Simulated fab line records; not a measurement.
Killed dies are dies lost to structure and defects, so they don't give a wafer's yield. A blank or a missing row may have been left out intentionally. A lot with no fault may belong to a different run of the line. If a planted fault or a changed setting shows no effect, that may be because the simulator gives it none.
Comparing a struck lot with a sound one	flow rit-cmos	32 steps out of a route of 202
Sound: these wafers, L936.1, L936.3, L936.6. Wafers L938.1, L938.5, L938.6 were the ones struck. The cause is named last.
Order at every step that has rows: each side's tool, ch and its chambers, its first start. Under that, the readings that differ: sound wafers	struck wafers	difference of the means	sigmas: that difference in standard deviations of wafers without a fault.
alike: readings with means less than 2 such deviations apart, plus words and numbers identical on both sides. not compared: withheld readings, readings lacking a value on some wafer, bounds such as >300 that could conceal the same value, and numbers that have no deviation in the record and whose values overlap.
A row with sigmas, a row that says differs or no value, or rows on one side alone: a step with any of these is where the two part. Numbers that don't overlap but have no deviation are shown without sigmas and don't part them. A reading that every wafer of one side lacks parts them only if that side has two wafers or more.

RIT_NRETRO_TW_MEAS_10:
  struck on film-metro-04, day 6 09:08; sound on film-metro-04, day 5 21:23
  alike: NRETRO_TW
then, 6 steps without rows for these wafers: RIT_PRETRO_HMDS_00 (prime time 60 s); RIT_PRETRO_COAT_01 (resist thk 1300 nm); RIT_PRETRO_SOFTBAKE_02 (time 60 s); RIT_PRETRO_EXPOSE_03 (exposes mask M5, target cd 43700 nm); RIT_PRETRO_PEB_04; RIT_PRETRO_DEVELOP_05 (develop time 68 s).
RIT_PRETRO_OVL_MEAS_06:
  struck on overlay-02, day 6 10:13; sound on overlay-02, day 5 22:20
  alike: PRETRO_OVL
then, 2 steps without rows for these wafers: RIT_PRETRO_HARDBAKE_07 (time 120 s); RIT_PRETRO_IMPLANT_08.
RIT_PRETRO_STRIP_09: strips in O2, time 180 s.
  sound on plasma-asher-03 ch 0,1, day 5 22:46; struck on plasma-asher-01 ch 0,1, day 6 10:39
  alike: drypump-motor-current-A
  not compared: rf-hours-counter-h
RIT_PRETRO_TW_MEAS_10:
  struck on film-metro-01, day 6 10:50; sound on film-metro-01, day 5 22:56
  alike: PRETRO_TW
RIT_GATE_WET_ETCH_00: etches SiO2 in BOE, target depth 56 nm, time 60 s.
  sound on wet-bench-03 ch 1, day 5 23:00; struck on wet-bench-03 ch 3, day 6 10:53
  no value came back on the struck wafers for bath-heat-duty-pct (%), run-length-s (s), temp-c (C); on the sound wafers bath-heat-duty-pct (%) reads 1.7 2.0 1.7
reading	sound	struck	difference	sigmas
model.SiO2_of_FOX2_OXIDATION_00.thk-nm (nm)	262.7 261.9 265.3	323.4 326.3 323.9	+61.2	
model.SiO2_of_ACTIVE_OXIDATION_01.thk-nm (nm)	0 0 0	42.6 41.73 42.8	+42.4	
then, 4 steps without rows for these wafers: RIT_GATE_CLEAN_01 (cleans in SC1, time 600 s); RIT_GATE_CLEAN_02 (cleans in dHF, time 30 s); RIT_GATE_CLEAN_03 (cleans in SC2, time 600 s); RIT_GATE_CLEAN_04 (cleans in dHF, time 60 s).
RIT_FOX2_THK_MEAS_91:
  struck on film-metro-04, day 6 11:19; sound on film-metro-01, day 5 23:25
reading	sound	struck	difference	sigmas
FIELD_OXIDE_LEFT_2_THK (nm)	251 250 253	311 314 312	+61	+9
then, 9 steps without rows for these wafers: RIT_GATE_OXIDATION_05 (target thk 3 nm, ox time 270 s); RIT_GATE_ANNEAL_06 (time 600 s); RIT_GATE_CVD_08 (deposits poly-Si from SiH4, target thk 250 nm, time 2220 s); RIT_GATE_HMDS_10 (prime time 60 s); RIT_GATE_COAT_11 (resist thk 850 nm); RIT_GATE_SOFTBAKE_12 (time 60 s); RIT_GATE_EXPOSE_13 (exposes mask M6, target cd 150 nm); RIT_GATE_PEB_14; RIT_GATE_DEVELOP_15 (develop time 50 s).
RIT_GATE_CD_MEAS_16 targets a cd of 150 nm.
  struck on cd-sem-01, day 6 16:09; sound on cd-sem-02, day 6 03:55
  alike: cd-nm
RIT_GATE_OVL_MEAS_17:
  struck on overlay-02, day 6 16:16; sound on overlay-02, day 6 04:02
  alike: GATE_OVL
then, 1 step without rows for these wafers: RIT_GATE_HARDBAKE_18 (time 60 s).
RIT_GATE_ETCH_19: etches poly-Si in SF6/CHF3/O2, stops on SiO2, time 165 s, target depth 312.5 nm.
  sound on rie-si-02 ch 0,2, day 6 04:13; struck on rie-si-02 ch 0,1,3, day 6 16:34
reading	sound	struck	difference	sigmas
model.SiO2_of_FOX2_OXIDATION_00.thk-nm (nm)	240 238.9 242.4	300.2 303.6 301.2	+61.2	
  alike: CHF3_flow_sccm, O2_flow_sccm, drypump-motor-current-A, oes-product-au, throttle-valve-pct
  not compared: rf-hours-counter-h
RIT_GATE_STRIP_20: strips in O2, time 180 s.
  sound on plasma-asher-04 ch 0,1, day 6 04:20; struck on plasma-asher-02 ch 0,1, day 6 16:41
  alike: drypump-motor-current-A
  not compared: rf-hours-counter-h

## WHERE THEY PART
At RIT_GATE_WET_ETCH_00 first; at RIT_FOX2_THK_MEAS_91 last (within this record only). Later steps at which nothing parts them and some readings are alike: RIT_GATE_CD_MEAS_16, RIT_GATE_OVL_MEAS_17, RIT_GATE_ETCH_19, RIT_GATE_STRIP_20.

WHY: what the simulator had put in
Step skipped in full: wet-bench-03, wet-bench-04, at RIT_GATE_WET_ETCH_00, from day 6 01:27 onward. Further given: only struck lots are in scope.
